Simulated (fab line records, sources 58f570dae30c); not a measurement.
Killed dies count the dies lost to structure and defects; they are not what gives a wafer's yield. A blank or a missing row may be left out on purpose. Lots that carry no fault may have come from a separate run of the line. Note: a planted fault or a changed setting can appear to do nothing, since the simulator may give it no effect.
fab line records / flow berkeley-cmos170 / part 2 of 2: steps 27 to 36 of 36
record lots=5 wafers=15 last-day=13
route steps=331 shown PWELL@40 WELLDRIVE@55 ACTIVE@60
lots untouched by any fault: they come from a run of this same line in which no faults occurred
start-h: start of the lot's first displayed wafer, in hours after the record's first day / wait-h: hours since the lot's step before / " identical to the entry in the row above / L1.1+2: a row that stands for several wafers / - either no value or no given start / * or withheld: withheld / < > ~ a bound
route shown NAME@n: NAME is a module with steps in the file, n the number in the route of the first one / usual: mean/standard deviation taken from wafers without a fault / same: alike in all rows / chamber/n: place in a boat / sites: per-site readings / _std_site: their standard deviation / _edge_site: inner sites' mean taken away from outer sites' mean / radius-mm: how far each site lies from the wafer's centre / mask NAME#n: copy n / behind: the last tool/chamber to shape the wafer / hold: why the lot went on hold/how many hours it stayed there/how the hold came to an end / device: whichever transistor did not switch (one of n, p or np) / end of line: tests of these same wafers at the route's end / where a step has no rows: the recipe by itself / killed: at the first sort, the dies lost to defects and structure; wafer yield is something else / map: shows each die of a wafer: x if killed, . if not, _ if none is there
set.NAME: the setting the step ran with; set.NAME@STEP: the setting that earlier step ran with / model.NAME: the simulator's own value behind a step, which no gauge read
certain route steps with their lots: each step a table, each wafer a row
services: from which hour (start-h, from the record's first day; less than 0 if before it) a tool's chamber was out of use, for how many hours, and why
## steps
# step UCB170_ACTIVE_THK_MEAS_06
# recipe reads=Si3N4_of_ACTIVE_CVD_05
# usual ACTIVE_NITRIDE_THK=219.8/1.6
lot.wafer=L079.2 tool=film-metro-02 chamber=- start-h=127.21 wait-h=0.0 ACTIVE_NITRIDE_THK[nm]=220.1
lot.wafer=L079.3 tool=film-metro-02 chamber=- start-h=127.21 wait-h=0.0 ACTIVE_NITRIDE_THK[nm]=222.4
lot.wafer=L079.6 tool=film-metro-02 chamber=- start-h=127.21 wait-h=0.0 ACTIVE_NITRIDE_THK[nm]=218.9
lot.wafer=L086.3 tool=film-metro-03 chamber=- start-h=150.19 wait-h=0.0 ACTIVE_NITRIDE_THK[nm]=221.0
lot.wafer=L086.4 tool=film-metro-03 chamber=- start-h=150.19 wait-h=0.0 ACTIVE_NITRIDE_THK[nm]=221.0
lot.wafer=L086.6 tool=film-metro-03 chamber=- start-h=150.19 wait-h=0.0 ACTIVE_NITRIDE_THK[nm]=221.5
lot.wafer=L090.1 tool=film-metro-04 chamber=- start-h=175.29 wait-h=0.0 ACTIVE_NITRIDE_THK[nm]=219.5
lot.wafer=L090.2 tool=film-metro-04 chamber=- start-h=175.29 wait-h=0.0 ACTIVE_NITRIDE_THK[nm]=221.5
lot.wafer=L090.3 tool=film-metro-04 chamber=- start-h=175.29 wait-h=0.0 ACTIVE_NITRIDE_THK[nm]=221.1
lot.wafer=L093.2 tool=film-metro-04 chamber=- start-h=191.90 wait-h=0.0 ACTIVE_NITRIDE_THK[nm]=220.0
lot.wafer=L093.3 tool=film-metro-04 chamber=- start-h=191.90 wait-h=0.0 ACTIVE_NITRIDE_THK[nm]=221.2
lot.wafer=L093.6 tool=film-metro-04 chamber=- start-h=191.90 wait-h=0.0 ACTIVE_NITRIDE_THK[nm]=220.2
lot.wafer=L097.1 tool=film-metro-04 chamber=- start-h=205.75 wait-h=0.0 ACTIVE_NITRIDE_THK[nm]=222.4
lot.wafer=L097.4 tool=film-metro-04 chamber=- start-h=205.75 wait-h=0.0 ACTIVE_NITRIDE_THK[nm]=222.7
lot.wafer=L097.5 tool=film-metro-04 chamber=- start-h=205.75 wait-h=0.0 ACTIVE_NITRIDE_THK[nm]=221.9
# step UCB170_ACTIVE_HMDS_07
# recipe prime-time-s=60 prime-temp-c=100
# usual chill-plate-temp-C=23.00/0.092
lot.wafer=L079.2 tool=litho-track-04 chamber=0 start-h=127.29 wait-h=0.1 chill-plate-temp-C=23.01
lot.wafer=L079.3 tool=litho-track-04 chamber=0 start-h=127.29 wait-h=0.1 chill-plate-temp-C=23.08
lot.wafer=L079.6 tool=litho-track-04 chamber=0 start-h=127.29 wait-h=0.1 chill-plate-temp-C=23.17
lot.wafer=L086.3 tool=litho-track-03 chamber=0 start-h=150.28 wait-h=0.1 chill-plate-temp-C=22.99
lot.wafer=L086.4 tool=litho-track-03 chamber=0 start-h=150.28 wait-h=0.1 chill-plate-temp-C=23.12
lot.wafer=L086.6 tool=litho-track-03 chamber=0 start-h=150.28 wait-h=0.1 chill-plate-temp-C=23.13
lot.wafer=L090.1 tool=litho-track-04 chamber=0 start-h=175.58 wait-h=0.3 chill-plate-temp-C=23.04
lot.wafer=L090.2 tool=litho-track-04 chamber=0 start-h=175.58 wait-h=0.3 chill-plate-temp-C=22.98
lot.wafer=L090.3 tool=litho-track-04 chamber=0 start-h=175.58 wait-h=0.3 chill-plate-temp-C=22.91
lot.wafer=L093.2 tool=litho-track-04 chamber=0 start-h=192.20 wait-h=0.3 chill-plate-temp-C=23.06
lot.wafer=L093.3 tool=litho-track-04 chamber=0 start-h=192.20 wait-h=0.3 chill-plate-temp-C=22.89
lot.wafer=L093.6 tool=litho-track-04 chamber=0 start-h=192.20 wait-h=0.3 chill-plate-temp-C=22.86
lot.wafer=L097.1 tool=litho-track-04 chamber=0 start-h=205.85 wait-h=0.1 chill-plate-temp-C=22.88
lot.wafer=L097.4 tool=litho-track-04 chamber=0 start-h=205.85 wait-h=0.1 chill-plate-temp-C=22.94
lot.wafer=L097.5 tool=litho-track-04 chamber=0 start-h=205.85 wait-h=0.1 chill-plate-temp-C=22.89
# step UCB170_ACTIVE_COAT_08
# recipe resist=KrF spin-rpm=1466 resist-thk-nm=900
# usual chill-plate-temp-C=23.01/0.1
lot.wafer=L079.2 tool=litho-track-04 chamber=0 start-h=127.44 wait-h=0.1 chill-plate-temp-C=22.93
lot.wafer=L079.3 tool=litho-track-04 chamber=0 start-h=127.44 wait-h=0.1 chill-plate-temp-C=22.88
lot.wafer=L079.6 tool=litho-track-04 chamber=0 start-h=127.44 wait-h=0.1 chill-plate-temp-C=22.96
lot.wafer=L086.3 tool=litho-track-03 chamber=0 start-h=150.43 wait-h=0.1 chill-plate-temp-C=23.13
lot.wafer=L086.4 tool=litho-track-03 chamber=0 start-h=150.43 wait-h=0.1 chill-plate-temp-C=22.97
lot.wafer=L086.6 tool=litho-track-03 chamber=0 start-h=150.43 wait-h=0.1 chill-plate-temp-C=23.03
lot.wafer=L090.1 tool=litho-track-04 chamber=0 start-h=175.73 wait-h=0.1 chill-plate-temp-C=22.99
lot.wafer=L090.2 tool=litho-track-04 chamber=0 start-h=175.73 wait-h=0.1 chill-plate-temp-C=22.93
lot.wafer=L090.3 tool=litho-track-04 chamber=0 start-h=175.73 wait-h=0.1 chill-plate-temp-C=22.91
lot.wafer=L093.2 tool=litho-track-04 chamber=0 start-h=192.35 wait-h=0.1 chill-plate-temp-C=23.12
lot.wafer=L093.3 tool=litho-track-04 chamber=0 start-h=192.35 wait-h=0.1 chill-plate-temp-C=22.94
lot.wafer=L093.6 tool=litho-track-04 chamber=0 start-h=192.35 wait-h=0.1 chill-plate-temp-C=23.09
lot.wafer=L097.1 tool=litho-track-04 chamber=0 start-h=206.00 wait-h=0.1 chill-plate-temp-C=22.98
lot.wafer=L097.4 tool=litho-track-04 chamber=0 start-h=206.00 wait-h=0.1 chill-plate-temp-C=22.86
lot.wafer=L097.5 tool=litho-track-04 chamber=0 start-h=206.00 wait-h=0.1 chill-plate-temp-C=22.95
# step UCB170_ACTIVE_SOFTBAKE_09
# recipe resist=KrF temp-c=130 time-s=60
# usual chill-plate-temp-C=23.00/0.12
lot.wafer=L079.2 tool=litho-track-04 chamber=0 start-h=127.59 wait-h=0.1 chill-plate-temp-C=22.99
lot.wafer=L079.3 tool=litho-track-04 chamber=0 start-h=127.59 wait-h=0.1 chill-plate-temp-C=23.05
lot.wafer=L079.6 tool=litho-track-04 chamber=0 start-h=127.59 wait-h=0.1 chill-plate-temp-C=22.96
lot.wafer=L086.3 tool=litho-track-03 chamber=0 start-h=150.58 wait-h=0.1 chill-plate-temp-C=22.95
lot.wafer=L086.4 tool=litho-track-03 chamber=0 start-h=150.58 wait-h=0.1 chill-plate-temp-C=23.09
lot.wafer=L086.6 tool=litho-track-03 chamber=0 start-h=150.58 wait-h=0.1 chill-plate-temp-C=22.80
lot.wafer=L090.1 tool=litho-track-04 chamber=0 start-h=175.88 wait-h=0.1 chill-plate-temp-C=22.86
lot.wafer=L090.2 tool=litho-track-04 chamber=0 start-h=175.88 wait-h=0.1 chill-plate-temp-C=23.00
lot.wafer=L090.3 tool=litho-track-04 chamber=0 start-h=175.88 wait-h=0.1 chill-plate-temp-C=22.93
lot.wafer=L093.2 tool=litho-track-04 chamber=0 start-h=192.50 wait-h=0.1 chill-plate-temp-C=23.03
lot.wafer=L093.3 tool=litho-track-04 chamber=0 start-h=192.50 wait-h=0.1 chill-plate-temp-C=22.91
lot.wafer=L093.6 tool=litho-track-04 chamber=0 start-h=192.50 wait-h=0.1 chill-plate-temp-C=23.12
lot.wafer=L097.1 tool=litho-track-04 chamber=0 start-h=206.15 wait-h=0.1 chill-plate-temp-C=23.00
lot.wafer=L097.4 tool=litho-track-04 chamber=0 start-h=206.15 wait-h=0.1 chill-plate-temp-C=22.99
lot.wafer=L097.5 tool=litho-track-04 chamber=0 start-h=206.15 wait-h=0.1 chill-plate-temp-C=22.89
# step UCB170_ACTIVE_EXPOSE_10
# recipe mask-id=ACTIVE target-cd-nm=1200 na=0.5 sigma-outer=0.6 source-shape=conventional dose-mj=20
lot.wafer=L079.2+3+6 tool=krf-scanner-01 chamber=0 start-h=127.73 wait-h=0.1 mask=ACTIVE#0
lot.wafer=L086.3+4+6 tool=krf-scanner-01 chamber=0 start-h=150.85 wait-h=0.2 mask=ACTIVE#0
lot.wafer=L090.1+2+3 tool=krf-scanner-01 chamber=0 start-h=176.16 wait-h=0.3 mask=ACTIVE#0
lot.wafer=L093.2+3+6 tool=krf-scanner-02 chamber=0 start-h=192.64 wait-h=0.1 mask=ACTIVE#0
lot.wafer=L097.1+4+5 tool=krf-scanner-01 chamber=0 start-h=206.50 wait-h=0.3 mask=ACTIVE#0
# step UCB170_ACTIVE_PEB_11
# recipe peb-temp-c=130 peb-time-s=withheld resist=KrF
# usual chill-plate-temp-C=23.01/0.1
lot.wafer=L079.2 tool=litho-track-02 chamber=0 start-h=128.63 wait-h=0.9 chill-plate-temp-C=22.94
lot.wafer=L079.3 tool=litho-track-02 chamber=0 start-h=128.63 wait-h=0.9 chill-plate-temp-C=22.91
lot.wafer=L079.6 tool=litho-track-02 chamber=0 start-h=128.63 wait-h=0.9 chill-plate-temp-C=23.16
lot.wafer=L086.3 tool=litho-track-02 chamber=0 start-h=150.97 wait-h=0.1 chill-plate-temp-C=23.11
lot.wafer=L086.4 tool=litho-track-02 chamber=0 start-h=150.97 wait-h=0.1 chill-plate-temp-C=23.02
lot.wafer=L086.6 tool=litho-track-02 chamber=0 start-h=150.97 wait-h=0.1 chill-plate-temp-C=22.99
lot.wafer=L090.1 tool=litho-track-02 chamber=0 start-h=176.27 wait-h=0.1 chill-plate-temp-C=22.84
lot.wafer=L090.2 tool=litho-track-02 chamber=0 start-h=176.27 wait-h=0.1 chill-plate-temp-C=22.81
lot.wafer=L090.3 tool=litho-track-02 chamber=0 start-h=176.27 wait-h=0.1 chill-plate-temp-C=22.95
lot.wafer=L093.2 tool=litho-track-04 chamber=0 start-h=193.10 wait-h=0.4 chill-plate-temp-C=23.17
lot.wafer=L093.3 tool=litho-track-04 chamber=0 start-h=193.10 wait-h=0.4 chill-plate-temp-C=23.10
lot.wafer=L093.6 tool=litho-track-04 chamber=0 start-h=193.10 wait-h=0.4 chill-plate-temp-C=23.07
lot.wafer=L097.1 tool=litho-track-03 chamber=0 start-h=206.71 wait-h=0.2 chill-plate-temp-C=22.96
lot.wafer=L097.4 tool=litho-track-03 chamber=0 start-h=206.71 wait-h=0.2 chill-plate-temp-C=23.03
lot.wafer=L097.5 tool=litho-track-03 chamber=0 start-h=206.71 wait-h=0.2 chill-plate-temp-C=22.93
# step UCB170_ACTIVE_DEVELOP_12
# recipe developer=TMAH develop-time-s=45 resist=KrF dev-temp-c=21
# usual chill-plate-temp-C=23.00/0.11
lot.wafer=L079.2 tool=litho-track-02 chamber=0 start-h=- wait-h=- chill-plate-temp-C=22.99
lot.wafer=L079.3 tool=litho-track-02 chamber=0 start-h=- wait-h=- chill-plate-temp-C=22.92
lot.wafer=L079.6 tool=litho-track-02 chamber=0 start-h=- wait-h=- chill-plate-temp-C=22.88
lot.wafer=L086.3 tool=litho-track-02 chamber=0 start-h=- wait-h=- chill-plate-temp-C=23.01
lot.wafer=L086.4 tool=litho-track-02 chamber=0 start-h=- wait-h=- chill-plate-temp-C=23.14
lot.wafer=L086.6 tool=litho-track-02 chamber=0 start-h=- wait-h=- chill-plate-temp-C=23.12
lot.wafer=L090.1 tool=litho-track-02 chamber=0 start-h=- wait-h=- chill-plate-temp-C=23.04
lot.wafer=L090.2 tool=litho-track-02 chamber=0 start-h=- wait-h=- chill-plate-temp-C=23.12
lot.wafer=L090.3 tool=litho-track-02 chamber=0 start-h=- wait-h=- chill-plate-temp-C=23.10
lot.wafer=L093.2 tool=litho-track-04 chamber=0 start-h=- wait-h=- chill-plate-temp-C=22.86
lot.wafer=L093.3 tool=litho-track-04 chamber=0 start-h=- wait-h=- chill-plate-temp-C=22.89
lot.wafer=L093.6 tool=litho-track-04 chamber=0 start-h=- wait-h=- chill-plate-temp-C=22.81
lot.wafer=L097.1 tool=litho-track-03 chamber=0 start-h=- wait-h=- chill-plate-temp-C=23.05
lot.wafer=L097.4 tool=litho-track-03 chamber=0 start-h=- wait-h=- chill-plate-temp-C=22.97
lot.wafer=L097.5 tool=litho-track-03 chamber=0 start-h=- wait-h=- chill-plate-temp-C=23.02
# step UCB170_ACTIVE_CD_MEAS_13
# recipe target-cd-nm=1200
# usual cd-nm=1200.4/1.6
lot.wafer=L079.2 tool=cd-sem-01 chamber=- start-h=128.90 wait-h=- cd-nm=1201.4
lot.wafer=L079.3 tool=cd-sem-01 chamber=- start-h=128.90 wait-h=- cd-nm=1201.3
lot.wafer=L079.6 tool=cd-sem-01 chamber=- start-h=128.90 wait-h=- cd-nm=1199.7
lot.wafer=L086.3 tool=cd-sem-01 chamber=- start-h=151.24 wait-h=- cd-nm=1195.9
lot.wafer=L086.4 tool=cd-sem-01 chamber=- start-h=151.24 wait-h=- cd-nm=1197.4
lot.wafer=L086.6 tool=cd-sem-01 chamber=- start-h=151.24 wait-h=- cd-nm=1197.6
lot.wafer=L090.1 tool=cd-sem-01 chamber=- start-h=176.55 wait-h=- cd-nm=1199.0
lot.wafer=L090.2 tool=cd-sem-01 chamber=- start-h=176.55 wait-h=- cd-nm=1200.0
lot.wafer=L090.3 tool=cd-sem-01 chamber=- start-h=176.55 wait-h=- cd-nm=1200.6
lot.wafer=L093.2 tool=cd-sem-01 chamber=- start-h=193.37 wait-h=- cd-nm=1202.7
lot.wafer=L093.3 tool=cd-sem-01 chamber=- start-h=193.37 wait-h=- cd-nm=1203.9
lot.wafer=L093.6 tool=cd-sem-01 chamber=- start-h=193.37 wait-h=- cd-nm=1202.2
lot.wafer=L097.1 tool=cd-sem-01 chamber=- start-h=206.99 wait-h=- cd-nm=1199.2
lot.wafer=L097.4 tool=cd-sem-01 chamber=- start-h=206.99 wait-h=- cd-nm=1199.7
lot.wafer=L097.5 tool=cd-sem-01 chamber=- start-h=206.99 wait-h=- cd-nm=1199.6
# step UCB170_ACTIVE_OVL_MEAS_14
# usual ACTIVE_OVL=-3/7.4
lot.wafer=L079.2 tool=overlay-02 chamber=- start-h=129.01 wait-h=0.1 ACTIVE_OVL[nm]=1
lot.wafer=L079.3 tool=overlay-02 chamber=- start-h=129.01 wait-h=0.1 ACTIVE_OVL[nm]=-2
lot.wafer=L079.6 tool=overlay-02 chamber=- start-h=129.01 wait-h=0.1 ACTIVE_OVL[nm]=2
lot.wafer=L086.3 tool=overlay-02 chamber=- start-h=151.33 wait-h=0.1 ACTIVE_OVL[nm]=-3
lot.wafer=L086.4 tool=overlay-02 chamber=- start-h=151.33 wait-h=0.1 ACTIVE_OVL[nm]=-7
lot.wafer=L086.6 tool=overlay-02 chamber=- start-h=151.33 wait-h=0.1 ACTIVE_OVL[nm]=-7
lot.wafer=L090.1 tool=overlay-01 chamber=- start-h=176.67 wait-h=0.1 ACTIVE_OVL[nm]=-6
lot.wafer=L090.2 tool=overlay-01 chamber=- start-h=176.67 wait-h=0.1 ACTIVE_OVL[nm]=3
lot.wafer=L090.3 tool=overlay-01 chamber=- start-h=176.67 wait-h=0.1 ACTIVE_OVL[nm]=-6
lot.wafer=L093.2 tool=overlay-02 chamber=- start-h=193.47 wait-h=0.1 ACTIVE_OVL[nm]=4
lot.wafer=L093.3 tool=overlay-02 chamber=- start-h=193.47 wait-h=0.1 ACTIVE_OVL[nm]=2
lot.wafer=L093.6 tool=overlay-02 chamber=- start-h=193.47 wait-h=0.1 ACTIVE_OVL[nm]=3
lot.wafer=L097.1 tool=overlay-02 chamber=- start-h=207.11 wait-h=0.1 ACTIVE_OVL[nm]=-22
lot.wafer=L097.4 tool=overlay-02 chamber=- start-h=207.11 wait-h=0.1 ACTIVE_OVL[nm]=-9
lot.wafer=L097.5 tool=overlay-02 chamber=- start-h=207.11 wait-h=0.1 ACTIVE_OVL[nm]=-15
# step UCB170_ACTIVE_ETCH_15
# recipe chemistry=CH3F/Ar/O2 target=Si3N4 stop-on=SiO2 CH3F_flow_sccm=20 Ar_flow_sccm=50 O2_flow_sccm=7 pressure-mtorr=50 rf-w=450 target-depth-a=2420 over-etch-frac=0.1 time-s=151
# usual CH3F_flow_sccm=20.00/0.059 drypump-motor-current-A=5.78/0.28 oes-product-au=0.941/0.016 throttle-valve-pct=8.08/0.15
lot.wafer=L079.2 tool=rie-diel-02 chamber=0 start-h=129.04 wait-h=0.0 CH3F_flow_sccm=20.03 drypump-motor-current-A=5.27 oes-product-au=0.944 rf-hours-counter-h=83 throttle-valve-pct=8.21
lot.wafer=L079.3 tool=rie-diel-02 chamber=1 start-h=129.04 wait-h=0.0 CH3F_flow_sccm=20.05 drypump-motor-current-A=6.15 oes-product-au=0.946 rf-hours-counter-h=127 throttle-valve-pct=8.23
lot.wafer=L079.6 tool=rie-diel-02 chamber=2 start-h=129.04 wait-h=0.0 CH3F_flow_sccm=19.93 drypump-motor-current-A=5.94 oes-product-au=0.911 rf-hours-counter-h=- throttle-valve-pct=8.21
lot.wafer=L086.3 tool=rie-diel-04 chamber=1 start-h=151.35 wait-h=0.0 CH3F_flow_sccm=20.08 drypump-motor-current-A=5.58 oes-product-au=0.960 rf-hours-counter-h=148 throttle-valve-pct=8.27
lot.wafer=L086.4 tool=rie-diel-04 chamber=0 start-h=151.35 wait-h=0.0 CH3F_flow_sccm=19.87 drypump-motor-current-A=5.74 oes-product-au=0.971 rf-hours-counter-h=11 throttle-valve-pct=7.89
lot.wafer=L086.6 tool=rie-diel-04 chamber=0 start-h=151.35 wait-h=0.0 CH3F_flow_sccm=19.92 drypump-motor-current-A=5.73 oes-product-au=0.973 rf-hours-counter-h=- throttle-valve-pct=7.90
lot.wafer=L090.1 tool=rie-diel-04 chamber=2 start-h=176.71 wait-h=0.0 CH3F_flow_sccm=19.98 drypump-motor-current-A=5.75 oes-product-au=0.949 rf-hours-counter-h=91 throttle-valve-pct=8.04
lot.wafer=L090.2 tool=rie-diel-04 chamber=0 start-h=176.71 wait-h=0.0 CH3F_flow_sccm=20.00 drypump-motor-current-A=5.70 oes-product-au=0.970 rf-hours-counter-h=13 throttle-valve-pct=7.90
lot.wafer=L090.3 tool=rie-diel-04 chamber=3 start-h=176.71 wait-h=0.0 CH3F_flow_sccm=20.03 drypump-motor-current-A=5.50 oes-product-au=0.954 rf-hours-counter-h=18 throttle-valve-pct=8.06
lot.wafer=L093.2 tool=rie-diel-03 chamber=2 start-h=193.50 wait-h=0.0 CH3F_flow_sccm=20.00 drypump-motor-current-A=6.13 oes-product-au=0.939 rf-hours-counter-h=98 throttle-valve-pct=7.91
lot.wafer=L093.3 tool=rie-diel-03 chamber=0 start-h=193.50 wait-h=0.0 CH3F_flow_sccm=20.07 drypump-motor-current-A=5.71 oes-product-au=0.930 rf-hours-counter-h=66 throttle-valve-pct=8.19
lot.wafer=L093.6 tool=rie-diel-03 chamber=3 start-h=193.50 wait-h=0.0 CH3F_flow_sccm=20.02 drypump-motor-current-A=5.76 oes-product-au=0.913 rf-hours-counter-h=- throttle-valve-pct=7.89
lot.wafer=L097.1 tool=rie-diel-04 chamber=1 start-h=207.14 wait-h=0.0 CH3F_flow_sccm=20.01 drypump-motor-current-A=5.57 oes-product-au=0.957 rf-hours-counter-h=1 throttle-valve-pct=8.22
lot.wafer=L097.4 tool=rie-diel-04 chamber=0 start-h=207.14 wait-h=0.0 CH3F_flow_sccm=20.06 drypump-motor-current-A=5.72 oes-product-au=0.973 rf-hours-counter-h=15 throttle-valve-pct=7.88
lot.wafer=L097.5 tool=rie-diel-04 chamber=2 start-h=207.14 wait-h=0.0 CH3F_flow_sccm=20.08 drypump-motor-current-A=5.77 oes-product-au=0.959 rf-hours-counter-h=- throttle-valve-pct=8.02
## services
tool=lpcvd-02 chamber=- start-h=67.39 hours=2.8 kind=pm
tool=krf-scanner-01 chamber=- start-h=72.23 hours=3.6 kind=pm
tool=rie-diel-03 chamber=3 start-h=73.29 hours=4.0 kind=repair
tool=furnace-02 chamber=- start-h=87.15 hours=3.5 kind=pm
tool=implanter-04 chamber=- start-h=89.44 hours=2.6 kind=repair
tool=rie-diel-01 chamber=3 start-h=96.11 hours=8.0 kind=repair
tool=furnace-01 chamber=- start-h=106.97 hours=3.2 kind=pm
tool=plasma-asher-02 chamber=- start-h=108.75 hours=9.0 kind=pm
tool=rie-diel-01 chamber=0 start-h=108.79 hours=5.0 kind=repair
tool=rie-diel-03 chamber=3 start-h=114.77 hours=5.8 kind=repair
tool=implanter-01 chamber=- start-h=119.36 hours=106.0 kind=repair
tool=implanter-04 chamber=- start-h=120.71 hours=1.9 kind=repair
tool=lpcvd-02 chamber=- start-h=127.20 hours=6.1 kind=pm
tool=krf-scanner-01 chamber=- start-h=138.14 hours=1.0 kind=pm
tool=krf-scanner-02 chamber=- start-h=143.70 hours=1.0 kind=pm
tool=implanter-04 chamber=- start-h=148.27 hours=1.6 kind=repair
tool=lpcvd-02 chamber=- start-h=152.32 hours=0.2 kind=repair
tool=krf-scanner-02 chamber=- start-h=154.16 hours=1.3 kind=pm
tool=furnace-02 chamber=- start-h=155.85 hours=3.2 kind=pm
tool=rie-diel-01 chamber=3 start-h=165.84 hours=4.1 kind=repair
tool=rie-diel-03 chamber=3 start-h=169.00 hours=4.3 kind=repair
tool=furnace-01 chamber=- start-h=175.52 hours=3.8 kind=pm
tool=lpcvd-02 chamber=- start-h=179.77 hours=1.0 kind=repair
tool=rie-diel-03 chamber=0 start-h=195.64 hours=1.5 kind=repair
